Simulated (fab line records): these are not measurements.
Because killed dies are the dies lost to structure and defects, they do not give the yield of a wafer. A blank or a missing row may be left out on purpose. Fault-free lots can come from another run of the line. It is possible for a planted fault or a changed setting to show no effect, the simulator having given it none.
fab line records | flow ritCmos
[record] lots = 16 wafers = 48 lastDay = 7
route steps=202 shown ACTIVE@12 PRETRO@67 M1@202
lots that met no fault: taken from a fault-free run of the same line
startH: the number of hours between the record's first day and the start of the first shown wafer of the lot | waitH: hours from the lot's prior step to this one | " as in the row above | L1.1+2: several wafers, shown together as one row | - no value, or no start was given | * or withheld: withheld | < > ~ a bound
route shown NAME@n: names a module that has steps shown in the file, with the first one's number in the route | usual: the fault-free wafers' mean and standard deviation | same: alike in all rows | chamber/n: place in a boat | sites: per-site readings | _std_site: the standard deviation of these | _edge_site: mean of outer sites minus mean of inner sites | radiusMm: how far each site lies from the wafer's centre | mask NAME#n: copy n | behind: tool/chamber where the wafer was last shaped | hold: reason for holding the lot/hours on hold/outcome of the hold | device: the n, p or np transistor that did not switch | end of line: at the end of the route, the tests of the same wafers | a step given without rows: its recipe and nothing more | killed: count of dies lost to structure and defects at first sort (not the wafer's yield) | map: dies across one wafer; x = killed, . = not, _ = none there
set.NAME: the setting as run; set.NAME@STEP: as run at that earlier step | model.NAME: the simulator's own value behind a step, which no gauge read
one table for each step of the route and one row for each wafer, over a sample of lots
services: from which hour (startH, from the record's first day; less than 0 if before it) a tool's chamber was out of use, for how many hours, and why
[[steps]]
[step RIT_ACTIVE_CD_MEAS_11]
[recipe] targetCdNm = 1400
[usual] cdNm = 1400.0/2
// columns lot.wafer tool chamber startH waitH cdNm
L841.2 cdSem-01 - 14.87 - 1398.8
L841.3 " - " " 1398.3
L841.6 " - " " 1396.9
L843.1 cdSem-01 - 25.25 - 1397.8
L843.2 " - " " 1402.6
L843.3 " - " " 1402.4
L844.2 cdSem-02 - 30.17 - 1403.4
L844.3 " - " " 1403.6
L844.5 " - " " 1401.8
L845.2 cdSem-02 - 35.30 - 1398.7
L845.3 " - " " 1399.2
L845.6 " - " " 1397.6
L846.3 cdSem-01 - 40.47 - 1400.1
L846.4 " - " " 1396.3
L846.6 " - " " 1397.0
L847.3 cdSem-01 - 52.15 - 1399.6
L847.4 " - " " 1398.6
L847.6 " - " " 1399.0
L848.2 cdSem-02 - 52.21 - 1400.3
L848.5 " - " " 1401.0
L848.6 " - " " 1399.2
L849.1 cdSem-02 - 56.31 - 1404.6
L849.4 " - " " 1403.3
L849.6 " - " " 1404.1
L852.1 cdSem-02 - 70.64 - 1395.4
L852.2 " - " " 1396.4
L852.5 " - " " 1399.1
L854.3 cdSem-02 - 79.48 - 1402.1
L854.4 " - " " 1396.9
L854.6 " - " " 1400.4
L855.3 cdSem-02 - 85.53 - 1400.0
L855.5 " - " " 1398.8
L855.6 " - " " 1399.5
L856.2 cdSem-02 - 89.65 - 1396.4
L856.3 " - " " 1399.5
L856.6 " - " " 1400.1
L857.1 cdSem-02 - 94.56 - 1398.8
L857.2 " - " " 1397.8
L857.5 " - " " 1397.4
L858.1 cdSem-02 - 99.45 - 1400.2
L858.4 " - " " 1403.5
L858.6 " - " " 1399.4
L860.1 cdSem-02 - 109.45 - 1399.0
L860.3 " - " " 1400.5
L860.6 " - " " 1398.8
L862.4 cdSem-01 - 120.21 - 1400.5
L862.5 " - " " 1402.3
L862.6 " - " " 1400.4
[step RIT_ACTIVE_STRIP_14]
[recipe] chemistry = O2 timeS = 180 resist = NOVOLAK platenTempC = withheld powerW = 500 pressureMtorr = 4000 o2FlowSccm = 4000
[usual] drypumpMotorCurrentA = 5.5/0.48 o2FlowSccm = 4000/12
// columns lot.wafer tool chamber startH waitH drypumpMotorCurrentA o2FlowSccm rfHoursCounterH
L841.2 plasmaAsher-03 1 15.26 0.1 5.0 4004 21
L841.3 " 1 " " 5.0 3995 -
L841.6 " 0 " " 6.1 4000 -
L843.1 plasmaAsher-01 0 25.66 0.1 5.9 4007 39
L843.2 " 1 " " 5.5 4008 39
L843.3 " 0 " " 5.9 4012 -
L844.2 plasmaAsher-03 1 30.60 0.1 5.1 3996 23
L844.3 " 0 " " 6.1 3984 -
L844.5 " 1 " " 5.0 3997 -
L845.2 plasmaAsher-02 1 35.68 0.1 4.9 3990 36
L845.3 " 0 " " 5.9 4012 -
L845.6 " 1 " " 4.9 4001 -
L846.3 plasmaAsher-02 0 40.89 0.1 5.9 4013 -
L846.4 " 1 " " 4.9 3993 -
L846.6 " 0 " " 5.9 4001 -
L847.3 plasmaAsher-01 1 52.57 0.1 5.5 4015 -
L847.4 " 0 " " 5.9 4011 -
L847.6 " 0 " " 5.9 3991 -
L848.2 plasmaAsher-03 0 52.59 0.1 6.0 3990 25
L848.5 " 1 " " 5.1 4008 -
L848.6 " 0 " " 6.1 3998 -
L849.1 plasmaAsher-03 1 56.71 0.1 5.1 4005 26
L849.4 " 1 " " 5.0 3995 -
L849.6 " 0 " " 6.1 3984 -
L852.1 plasmaAsher-01 0 71.05 0.1 5.9 3973 44
L852.2 " 1 " " 5.5 4006 44
L852.5 " 1 " " 5.5 4000 -
L854.3 plasmaAsher-03 1 79.90 0.1 5.0 4012 -
L854.4 " 0 " " 6.1 3990 -
L854.6 " 0 " " 6.1 3992 -
L855.3 plasmaAsher-03 0 85.95 0.1 6.1 4007 -
L855.5 " 0 " " 6.1 4003 -
L855.6 " 1 " " 5.1 3997 -
L856.2 plasmaAsher-03 1 90.03 0.1 5.0 4007 29
L856.3 " 1 " " 5.0 4004 -
L856.6 " 1 " " 5.1 4016 -
L857.1 plasmaAsher-03 0 94.97 0.1 6.0 3963 30
L857.2 " 1 " " 5.0 4004 30
L857.5 " 0 " " 6.0 4000 -
L858.1 plasmaAsher-02 1 99.85 0.1 4.9 3994 43
L858.4 " 1 " " 4.9 3990 -
L858.6 " 0 " " 5.9 4006 -
L860.1 plasmaAsher-02 0 109.85 0.1 5.9 4018 44
L860.3 " 1 " " 5.0 3998 -
L860.6 " 1 " " 4.9 3985 -
L862.4 plasmaAsher-02 0 120.61 0.1 5.9 3998 -
L862.5 " 1 " " 4.9 4005 -
L862.6 " 0 " " 5.9 4029 -
[step RIT_PRETRO_EXPOSE_03]
[recipe] maskId = M5 na = 0.57 targetCdNm = 43700 doseMj = 250
[usual] reticleTempC = 23.02/0.096
// columns lot.wafer tool chamber startH waitH mask reticleTempC
L841.2 ilineStepper-01 0 31.80 0.2 M5#0 22.97
L841.3 " 0 " " M5#0 23.06
L841.6 " 0 " " M5#0 22.96
L843.1 ilineStepper-01 0 41.11 0.2 M5#0 23.13
L843.2 " 0 " " M5#0 23.15
L843.3 " 0 " " M5#0 22.99
L844.2 ilineStepper-02 0 47.84 0.2 M5#0 23.01
L844.3 " 0 " " M5#0 23.12
L844.5 " 0 " " M5#0 23.08
L845.2 ilineStepper-02 0 51.11 0.1 M5#0 23.03
L845.3 " 0 " " M5#0 23.09
L845.6 " 0 " " M5#0 23.08
L846.3 ilineStepper-02 0 56.12 0.1 M5#0 23.01
L846.4 " 0 " " M5#0 23.09
L846.6 " 0 " " M5#0 22.85
L847.3 ilineStepper-01 0 68.32 0.2 M5#0 22.86
L847.4 " 0 " " M5#0 23.09
L847.6 " 0 " " M5#0 23.18
L848.2 ilineStepper-01 0 69.61 0.1 M5#0 23.13
L848.5 " 0 " " M5#0 22.96
L848.6 " 0 " " M5#0 23.05
L849.1 ilineStepper-01 0 73.95 0.1 M5#0 23.04
L849.4 " 0 " " M5#0 23.07
L849.6 " 0 " " M5#0 23.06
L852.1 ilineStepper-01 0 87.81 0.2 M5#0 22.88
L852.2 " 0 " " M5#0 22.95
L852.5 " 0 " " M5#0 22.89
L854.3 ilineStepper-02 0 98.08 0.2 M5#0 23.13
L854.4 " 0 " " M5#0 23.15
L854.6 " 0 " " M5#0 23.01
L855.3 ilineStepper-01 0 101.67 0.3 M5#0 23.03
L855.5 " 0 " " M5#0 23.09
L855.6 " 0 " " M5#0 23.04
L856.2 ilineStepper-02 0 105.21 0.2 M5#0 22.99
L856.3 " 0 " " M5#0 22.96
L856.6 " 0 " " M5#0 23.16
L857.1 ilineStepper-02 0 109.94 0.1 M5#0 22.88
L857.2 " 0 " " M5#0 23.22
L857.5 " 0 " " M5#0 22.98
L858.1 ilineStepper-02 0 116.27 0.1 M5#0 23.19
L858.4 " 0 " " M5#0 23.04
L858.6 " 0 " " M5#0 23.18
L860.1 ilineStepper-01 0 126.42 0.2 M5#0 23.07
L860.3 " 0 " " M5#0 23.01
L860.6 " 0 " " M5#0 22.96
L862.4 ilineStepper-01 0 136.05 0.2 M5#0 23.06
L862.5 " 0 " " M5#0 23.20
L862.6 " 0 " " M5#0 23.11
[step RIT_PRETRO_OVL_MEAS_06]
[usual] PRETRO_OVL = 0.3/1.3
// columns lot.wafer tool chamber startH waitH PRETRO_OVL[nm]
L841.2 overlay-01 - 32.21 - -1.5
L841.3 " - " " -3.1
L841.6 " - " " -0.1
L843.1 overlay-01 - 41.54 - 2.1
L843.2 " - " " 1.7
L843.3 " - " " 0.9
L844.2 overlay-01 - 48.26 - -0.8
L844.3 " - " " 1.7
L844.5 " - " " 1.4
L845.2 overlay-02 - 51.72 - 0.3
L845.3 " - " " 0.2
L845.6 " - " " -0.4
L846.3 overlay-01 - 56.52 - -0.6
L846.4 " - " " 0.3
L846.6 " - " " 0.2
L847.3 overlay-01 - 68.78 - 0.8
L847.4 " - " " 0.0
L847.6 " - " " 0.6
L848.2 overlay-02 - 70.03 - 3.7
L848.5 " - " " -0.5
L848.6 " - " " 1.9
L849.1 overlay-01 - 74.38 - -1.5
L849.4 " - " " 0.2
L849.6 " - " " 0.7
L852.1 overlay-01 - 88.24 - 1.9
L852.2 " - " " -0.8
L852.5 " - " " -0.7
L854.3 overlay-02 - 98.48 - 238.2
L854.4 " - " " 241.3
L854.6 " - " " 240.4
L855.3 overlay-01 - 102.15 - 1.8
L855.5 " - " " 2.8
L855.6 " - " " 0.0
L856.2 overlay-02 - 105.70 - 241.5
L856.3 " - " " 242.2
L856.6 " - " " 242.4
L857.1 overlay-02 - 110.37 - 240.0
L857.2 " - " " 239.3
L857.5 " - " " 240.6
L858.1 overlay-01 - 116.75 - 238.8
L858.4 " - " " 238.8
L858.6 " - " " 241.7
L860.1 overlay-02 - 126.85 - 0.9
L860.3 " - " " 1.8
L860.6 " - " " 0.7
L862.4 overlay-01 - 136.44 - 0.8
L862.5 " - " " 1.3
L862.6 " - " " -0.5
[step RIT_PRETRO_TW_MEAS_10]
[usual] PRETRO_TW = 470/4.3
// columns lot.wafer tool chamber startH waitH PRETRO_TW
L841.2 filmMetro-02 - 32.83 0.1 464
L841.3 " - " " 467
L841.6 " - " " 467
L843.1 filmMetro-01 - 42.15 0.1 468
L843.2 " - " " 468
L843.3 " - " " 471
L844.2 filmMetro-01 - 48.87 0.1 471
L844.3 " - " " 472
L844.5 " - " " 471
L845.2 filmMetro-01 - 52.45 0.1 474
L845.3 " - " " 476
L845.6 " - " " 472
L846.3 filmMetro-01 - 57.14 0.1 473
L846.4 " - " " 473
L846.6 " - " " 473
L847.3 filmMetro-01 - 69.49 0.1 471
L847.4 " - " " 472
L847.6 " - " " 471
L848.2 filmMetro-02 - 70.64 0.1 462
L848.5 " - " " 466
L848.6 " - " " 462
L849.1 filmMetro-03 - 75.00 0.1 472
L849.4 " - " " 474
L849.6 " - " " 474
L852.1 filmMetro-02 - 88.85 0.1 465
L852.2 " - " " 469
L852.5 " - " " 466
L854.3 filmMetro-02 - 99.10 0.1 461
L854.4 " - " " 462
L854.6 " - " " 460
L855.3 filmMetro-03 - 102.77 0.1 471
L855.5 " - " " 474
L855.6 " - " " 469
L856.2 filmMetro-02 - 106.31 0.1 464
L856.3 " - " " 460
L856.6 " - " " 461
L857.1 filmMetro-01 - 110.98 0.1 470
L857.2 " - " " 469
L857.5 " - " " 471
L858.1 filmMetro-02 - 117.36 0.1 462
L858.4 " - " " 462
L858.6 " - " " 463
L860.1 filmMetro-03 - 127.46 0.1 473
L860.3 " - " " 472
L860.6 " - " " 474
L862.4 filmMetro-03 - 137.08 0.1 472
L862.5 " - " " 471
L862.6 " - " " 474
[step RIT_M1_PROBE_99]
[usual] killed_at_M0_to_M3 = 0.0/0.12 killedAtContacts = 0.1/0.29 killedAtFrontEnd = 6/3 killedDies = 7/3.1 killedOpen = 3.2/1.9 killedShort = 3.3/1.9
[same] grossDies = 264 killed_at_M4_up = 0 killedAtBackSide = 0 killedAtOther = 0
// columns lot.wafer tool chamber startH waitH killed_at_M0_to_M3 killedAtContacts killedAtFrontEnd killedDies killedOpen killedShort
L847.3 prober-01 - 95.63 0.2 0 0 6 6 1 5
L847.4 prober-01 - 95.68 0.2 0 0 5 5 2 3
L847.6 prober-01 - 95.78 0.2 0 0 9 9 5 4
L848.2 prober-01 - 100.10 0.1 0 0 10 10 6 4
L848.5 prober-01 - 100.25 0.2 0 0 4 4 1 3
L848.6 prober-01 - 100.30 0.2 0 0 11 11 7 4
L854.3 prober-01 - 125.76 0.2 0 0 10 10 4 6
L854.4 prober-01 - 125.81 0.2 0 2 10 12 4 7
L854.6 prober-01 - 125.91 0.2 0 0 1 1 0 1
L855.3 prober-02 - 127.57 0.2 0 0 3 3 1 2
L855.5 prober-02 - 127.67 0.2 0 0 5 5 4 1
L855.6 prober-02 - 127.72 0.2 0 0 2 2 2 0
L856.2 prober-01 - 133.61 0.1 0 0 8 8 4 4
L856.3 prober-01 - 133.66 0.2 0 0 10 10 6 4
L856.6 prober-01 - 133.81 0.2 0 0 6 6 2 4
L860.1 prober-01 - 153.37 0.1 0 0 11 11 6 5
L860.3 prober-01 - 153.47 0.2 0 0 4 4 1 3
L860.6 prober-01 - 153.62 0.2 0 0 10 10 5 5
// killed by level:class
L847.3 GATE:geometricParticle:short=3 REOX:geometricParticle:open=1 REOX:geometricParticle:short=1 SILICIDE:geometricParticle:short=1
L847.4 FOX2:geometricParticle:open=1 FOX2:geometricParticle:short=1 GATE:geometricParticle:open=1 GATE:geometricParticle:short=1 SPACER:geometricParticle:short=1
L847.6 FOX2:geometricParticle:open=2 GATE:geometricParticle:open=2 GATE:geometricParticle:short=2 FOX1:geometricParticle:short=1 FOX1:geometricParticle:open=1 REOX:geometricParticle:short=1
L848.2 GATE:geometricParticle:open=3 REOX:geometricParticle:short=2 FOX1:geometricParticle:open=1 FOX1:geometricParticle:short=1 REOX:geometricParticle:open=1 SILICIDE:geometricParticle:short=1 SILICIDE:geometricParticle:open=1
L848.5 GATE:geometricParticle:short=2 SILICIDE:geometricParticle:open=1 SILICIDE:geometricParticle:short=1
L848.6 GATE:geometricParticle:open=3 REOX:geometricParticle:open=2 SPACER:geometricParticle:short=2 REOX:geometricParticle:short=1 SPACER:geometricParticle:open=1 SILICIDE:geometricParticle:open=1 SILICIDE:geometricParticle:short=1
L854.3 FOX1:geometricParticle:short=2 FOX1:geometricParticle:open=2 GATE:geometricParticle:short=2 FOX2:geometricParticle:open=1 SPACER:geometricParticle:open=1 SPACER:geometricParticle:short=1 SILICIDE:geometricParticle:short=1
L854.4 FOX2:geometricParticle:short=2 FOX2:geometricParticle:open=2 REOX:geometricParticle:short=2 FOX1:geometricParticle:short=1 GATE:geometricParticle:short=1 GATE:geometricParticle:open=1 REOX:geometricParticle:open=1 CONTACT:geometricParticle:short=1
L854.6 REOX:geometricParticle:short=1
L855.3 FOX1:geometricParticle:short=1 GATE:geometricParticle:open=1 SILICIDE:geometricParticle:short=1
L855.5 GATE:geometricParticle:open=3 FOX1:geometricParticle:open=1 SPACER:geometricParticle:short=1
L855.6 FOX1:geometricParticle:open=1 GATE:geometricParticle:open=1
L856.2 GATE:geometricParticle:open=3 FOX1:geometricParticle:short=2 FOX1:geometricParticle:open=1 FOX2:geometricParticle:short=1 GATE:geometricParticle:short=1
L856.3 GATE:geometricParticle:open=2 SPACER:geometricParticle:short=2 FOX1:geometricParticle:short=1 FOX1:geometricParticle:open=1 FOX2:geometricParticle:open=1 GATE:geometricParticle:short=1 SPACER:geometricParticle:open=1 SILICIDE:geometricParticle:open=1
L856.6 FOX1:geometricParticle:short=4 FOX1:geometricParticle:open=1 SILICIDE:geometricParticle:open=1
L860.1 GATE:geometricParticle:open=3 GATE:geometricParticle:short=3 REOX:geometricParticle:open=2 FOX1:geometricParticle:short=1 FOX2:geometricParticle:open=1 REOX:geometricParticle:short=1
L860.3 GATE:geometricParticle:short=2 FOX1:geometricParticle:short=1 GATE:geometricParticle:open=1
L860.6 GATE:geometricParticle:short=2 REOX:geometricParticle:open=2 FOX1:geometricParticle:short=1 FOX2:geometricParticle:open=1 GATE:geometricParticle:open=1 REOX:geometricParticle:short=1 SPACER:geometricParticle:short=1 SILICIDE:geometricParticle:open=1
[[services]]
// columns tool chamber startH hours kind
ilineStepper-01 - 18.77 4.3 pm
ilineStepper-01 - 102.86 6.4 repair
ilineStepper-01 0 104.00 - calibration
[[key]]
[firstSign] step = RIT_PRETRO_OVL_MEAS_06 reading = PRETRO_OVL direction = up sigmas = 99+ usual = 0.3 struck = 240.4
effect none on later readings
metAt RIT_PRETRO_EXPOSE_03
struckLots L854,L856,L857,L858
testerLeftOut L854,L856,L857,L858
notActingAt RIT_ACTIVE_CD_MEAS_11,RIT_ACTIVE_STRIP_14,RIT_PRETRO_TW_MEAS_10
onsetBetween 56.12 98.08
[fault] kind = scannerMatchingOverlay tool = ilineStepper-02 chamber = - onsetH = 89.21 steps = RIT_PRETRO_EXPOSE_03 offset = 240
// testerLeftOut: of these lots the tester's yield and bins aren't shown, on N5 and GAA mostly nor the transistor test; their killed dies are dies lost to structure and defects alone, not to doping, threshold or leakage, so they don't give the yield
